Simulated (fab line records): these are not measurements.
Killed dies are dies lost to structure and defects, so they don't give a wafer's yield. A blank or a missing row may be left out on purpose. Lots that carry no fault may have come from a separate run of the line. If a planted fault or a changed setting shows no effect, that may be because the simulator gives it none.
Matching of chambers ; flow berkeleyCmos170 ; UCB170_V2_CMP_02 on cmp-02 has 4 sister chambers
The step polishes SiO2. 8 wafers are shown with their chamber, then 8 later ones without.

== WAFERS PAIRED WITH THEIR CHAMBERS ==
wafer;chamber;motorCurrentA (A);slurryFlowMlMin
L816.2;3;18.2;150.0
L823.3;0;16.8;149.7
L831.3;3;18.1;150.1
L831.4;0;17.0;150.0
L832.4;1;16.3;149.8
L832.5;1;16.1;149.7
L832.6;2;15.4;150.9
L834.3;2;15.3;150.2

== WAFERS WHOSE CHAMBER IS MISSING ==
wafer;motorCurrentA (A);slurryFlowMlMin
L834.4;17.4;149.6
L834.6;18.3;149.8
L835.1;15.7;150.9
L835.4;16.9;149.9
L835.6;17.2;149.8
L838.2;15.1;151.0
L838.5;18.4;150.2
L838.6;15.3;150.7

== THE CHAMBER EACH PASSED THROUGH ==
wafer;from the rows above;in truth
L834.4;0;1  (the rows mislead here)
L834.6;3;3
L835.1;2;2
L835.4;0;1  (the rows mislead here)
L835.6;0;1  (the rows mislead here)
L838.2;2;2
L838.5;3;3
L838.6;2;2
5 of 8 placed correctly. Can't be placed from these rows: 0. 3 placed wrongly.
How it was worked out, from the rows above alone: a wafer's distance from a chamber is the root of the sum, over the readings, of the square of ((its reading less the chamber's mean) divided by the reading's scatter). If the next closest chamber is less than 2 further off than the closest, the wafer can't be placed; otherwise it belongs to the closest. For every chamber, the mean is computed from those of its wafers that are shown. The scatter: take each reading less its chamber's mean, square it, sum over the shown wafers, divide by the number of wafers less the number of chambers, and take the root.
